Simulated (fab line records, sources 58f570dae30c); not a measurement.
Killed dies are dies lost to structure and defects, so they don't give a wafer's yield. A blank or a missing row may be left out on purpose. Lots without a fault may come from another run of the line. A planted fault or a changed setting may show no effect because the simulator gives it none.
One fault seen from 2 desks | flow berkeley_cmos170 | each desk has only its own numbers; what lay behind them comes last

THE METROLOGY DESK
What the gauges read, lot by lot, whatever tool the lot ran on: means of the sampled wafers that have a number. A lot is out of limits, marked OUT, if its mean lies more than 4 standard deviations from the usual mean; the brackets give that distance.
Columns: A = V2_POLISHED_THK at UCB170_V2_THK_MEAS_04, usual 1000.3 nm
lot  | first seen here | A
L921 | day 8 22:41     | 999.4
L920 | day 8 23:19     | 1001.1
L922 | day 9 11:22     | 1001.3
L923 | day 9 13:06     | 999.4
L924 | day 9 13:44     | 999.8
L925 | day 10 02:12    | 1000.5
L926 | day 10 02:32    | 1000.5
L929 | day 10 11:54    | 1000.4
L928 | day 10 13:32    | 998.9
L930 | day 11 04:56    | 1349.2 (+99 or more) OUT
L931 | day 11 06:16    | 1000.9
L932 | day 11 06:59    | 1337.6 (+99 or more) OUT
L940 | day 13 02:30    | 1000.9
L942 | day 13 03:13    | 999.9
This desk's finding: out of limits on L930, L932; first on L930, day 11 04:56 (V2_POLISHED_THK at UCB170_V2_THK_MEAS_04). In limits: L921, L920, L922, L923, L924, L925, L926, L929, L928, L931, L940, L942.

THE TOOL OWNER'S DESK: cmp-02
The tool's own readings at UCB170_V2_CMP_02 (polishes SiO2): means of the sampled wafers that have a number, for each lot that ran on this tool. A lot is out of limits, marked OUT, if its mean lies more than 4 standard deviations from the usual mean; the brackets give that distance.
Columns: A = edge_zone_pressure_frac at UCB170_V2_CMP_02, usual 1.000; B = head_pressure_psi at UCB170_V2_CMP_02, usual 5.999 psi; C = motor_current_A at UCB170_V2_CMP_02, usual 16.5 A
lot  | first seen here | A     | B     | C
L920 | day 8 22:53     | 1.004 | 5.997 | 16.5
L922 | day 9 10:59     | 1.003 | 6.005 | 16.8
L924 | day 9 13:26     | 0.999 | 5.991 | 16.4
L926 | day 10 02:07    | 0.997 | 5.992 | 16.7
L929 | day 10 11:32    | 1.002 | 6.000 | 15.8
L930 | day 11 04:31    | 1.007 | 5.997 | 16.5
L932 | day 11 06:37    | 1.005 | 6.008 | 16.5
This desk's finding: nothing out of limits on any of the 7 lots.

PUT TOGETHER
The metrology desk could have raised an alarm at day 11 04:56, on L930, L932.
The tool owner's desk saw nothing out of limits.
The tool owner's desk has L930, L932 on record, within its limits.
Of the lots named, all ran UCB170_V2_CMP_02 on cmp-02.

WHAT THE SIMULATOR HAD PUT IN
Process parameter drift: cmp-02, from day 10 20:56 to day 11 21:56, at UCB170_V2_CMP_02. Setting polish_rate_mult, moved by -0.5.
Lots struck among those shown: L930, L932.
Hours from the fault's start to each desk's first reading out of limits: the metrology desk, 8.
